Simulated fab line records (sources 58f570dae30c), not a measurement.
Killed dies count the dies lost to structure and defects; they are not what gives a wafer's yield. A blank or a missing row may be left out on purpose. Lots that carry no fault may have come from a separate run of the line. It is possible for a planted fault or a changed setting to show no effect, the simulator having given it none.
Code-filled problem report in 8D (eight disciplines) form | flow berkeleyCmos170 | the parts of the form that need people (team, actions taken, sign-off) are left out

1. WHAT IS WRONG
Across 6 wafers from 2 lots, SCREENOX_OXIDE_THK at UCB170_SCREENOX_THK_MEAS_02 averages 22.3 nm, while fault-free wafers read 14.3 nm with a standard deviation of 0.32. Measured from the usual mean, that is +25 standard deviations.
Earliest sighting: wafer L101.2 on filmMetro-02 at day 8 18:52. The record has a number at this step for 39 wafers belonging to 13 lots. The rule behind "out" and "out of limits": a value lying over 4 standard deviations away from the usual mean. The other wafers with a number count as sound.

2. WHAT IT IS; WHAT IT IS NOT
question                    | is                         | is not
which readings at this step | SCREENOX_OXIDE_THK         | -
which lots                  | L101, L102                 | L100, L104, L107, L108, L990, L991, L992, L993, L994, L996, L998
which wafers of those lots  | all that have a number     | -
read on which gauges        | filmMetro-02, filmMetro-03 | filmMetro-04
when                        | from day 8 18:52           | up to then (24 sound wafers); but 9 sound wafers of L104, L107, L108 came after

3. SUSPECTS, AND WHAT RULES EACH OUT
Counting: a tool at any process step up to the reading remains a suspect when it ran all the lots that are out and ran no sound lot after the first of those.
- ruled out: the gauge at UCB170_SCREENOX_THK_MEAS_02. Those wafers that are out were read across 2 gauges (filmMetro-02, filmMetro-03).
- furnace-01 at UCB170_SCREENOX_OXIDATION_01 (target thk 14.4 nm, ox time 2400 s): kept. It processed each lot that is out, first L101 at day 8 17:11, and no sound lot thereafter; up to then, the last sound lot it processed was L100 at day 8 08:56.
After counting, what remains is furnace-01 at UCB170_SCREENOX_OXIDATION_01.

4. THE CAUSE (what the simulator had put in)
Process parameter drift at UCB170_SCREENOX_OXIDATION_01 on furnace-01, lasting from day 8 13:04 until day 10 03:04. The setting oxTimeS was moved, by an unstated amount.
The count eliminated every tool but this one.

5. SEQUENCE OF EFFECTS, ordered by route
One row per reading whose mean, taken over the struck wafers that have a number, lies over 3 standard deviations from the usual. Only readings whose record carries a usual standard deviation are examined. hours: median over the lots of the time between each lot's start at the first step of this table that gives one and its start at this step. sigmas: the change, counted in usual standard deviations.
hours | step                        | reading            | usual   | on struck wafers | change | sigmas
0     | UCB170_SCREENOX_THK_MEAS_02 | SCREENOX_OXIDE_THK | 14.3 nm | 22.3             | +8.0   | +25
Later steps that measure or inspect, where all struck wafers having a row at the step show a number for every such reading and not one has moved that far: UCB170_GATE_OVL_MEAS_13.

6. HOW IT WOULD HAVE BEEN CAUGHT EARLIER
Counted from the fault's start at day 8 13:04, it took 6 hours until the first out-of-limits reading at a measuring or inspecting step in this record, taken at day 8 18:52.
An alarm limit of 4 standard deviations would not have fired on the tool readings at UCB170_SCREENOX_OXIDATION_01 for which the record gives a usual standard deviation, since none of them was out on any struck wafer.
By day 8 18:52, every lot that is out (2) had started UCB170_SCREENOX_OXIDATION_01 on furnace-01. None of them would have been spared by holding the tool at that moment.
